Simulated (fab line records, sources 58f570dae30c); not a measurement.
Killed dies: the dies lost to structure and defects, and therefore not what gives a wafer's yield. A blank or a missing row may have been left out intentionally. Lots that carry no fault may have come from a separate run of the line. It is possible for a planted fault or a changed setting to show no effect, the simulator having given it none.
Which tool was responsible? | flow berkeley cmos170 | Sampling: 7 lots, 21 wafers, 3 of 331 route steps

WHAT THE GAUGES SHOWED, per wafer
UCB170_M1_RS_MEAS_01: a four-point-probe measurement.
lot  | measured     | on            | M1_AL_RS (ohm/sq)
L164 | day 9 02:00  | film metro-03 | 0.0483 0.0489 0.0488
L163 | day 9 04:08  | film metro-03 | 0.0481 0.0483 0.0488
L170 | day 9 17:40  | film metro-01 | 0.0437 0.0435 0.0435
L173 | day 9 23:08  | film metro-04 | 0.0423 0.0426 0.0426
L176 | day 10 14:24 | film metro-01 | 0.0492 0.0488 0.0492
L182 | day 11 21:18 | film metro-04 | 0.0480 0.0486 0.0483
L186 | day 12 21:51 | film metro-01 | 0.0490 0.0495 0.0493

WHICH TOOL RAN EACH LOT (tool, then ch and the chambers of the sampled wafers, then the start)
lot  | UCB170_CONTACT_STRIP_06              | UCB170_M1_SPUTTER_00
L164 | plasma asher-04 ch 0,1, day 8 23:08  | pvd sputter-04, day 9 01:55
L163 | plasma asher-03 ch 0,1, day 9 00:55  | pvd sputter-04, day 9 04:03
L170 | plasma asher-04 ch 0,1, day 9 14:22  | pvd sputter-04, day 9 17:37
L173 | plasma asher-03 ch 0,1, day 9 20:29  | pvd sputter-04, day 9 23:05
L176 | plasma asher-02 ch 0,1, day 10 12:15 | pvd sputter-03, day 10 14:20
L182 | plasma asher-03 ch 0,1, day 11 18:34 | pvd sputter-01, day 11 21:14
L186 | plasma asher-02 ch 1, day 12 19:36   | pvd sputter-04, day 12 21:46
- UCB170_CONTACT_STRIP_06: strips in O2.
- UCB170_M1_SPUTTER_00: material Al, target thk 600 nm, time 80 s.

THE ANSWER, worked out from the rows above alone
Rule: what is usual is taken from the lots themselves. Put in order of their means at a reading, lots are off if they are a third of the lots or fewer, leave a main group of 4 or more, and stand apart from it by a gap of 3 or more times the standard deviation of the main group's means; of several such gaps the widest counts. The tables above print the reading to a certain number of digits; a main group whose means all agree to those digits is not used. A lot without any number at a reading at which 4 lots or more have one is off too. All remaining lots with rows at the step are treated as sound.
Off: L170, L173, seen at UCB170_M1_RS_MEAS_01 (M1_AL_RS). The main group has a mean of 0.0487 ohm/sq with a standard deviation of 0.00037.
If a tool, at a process step before that reading, ran all the lots that are off and no sound lot after the first of them, it fits. The gauges at UCB170_M1_RS_MEAS_01 are tried like those tools. None of those tried fits.

WHAT THE SIMULATOR PUT IN
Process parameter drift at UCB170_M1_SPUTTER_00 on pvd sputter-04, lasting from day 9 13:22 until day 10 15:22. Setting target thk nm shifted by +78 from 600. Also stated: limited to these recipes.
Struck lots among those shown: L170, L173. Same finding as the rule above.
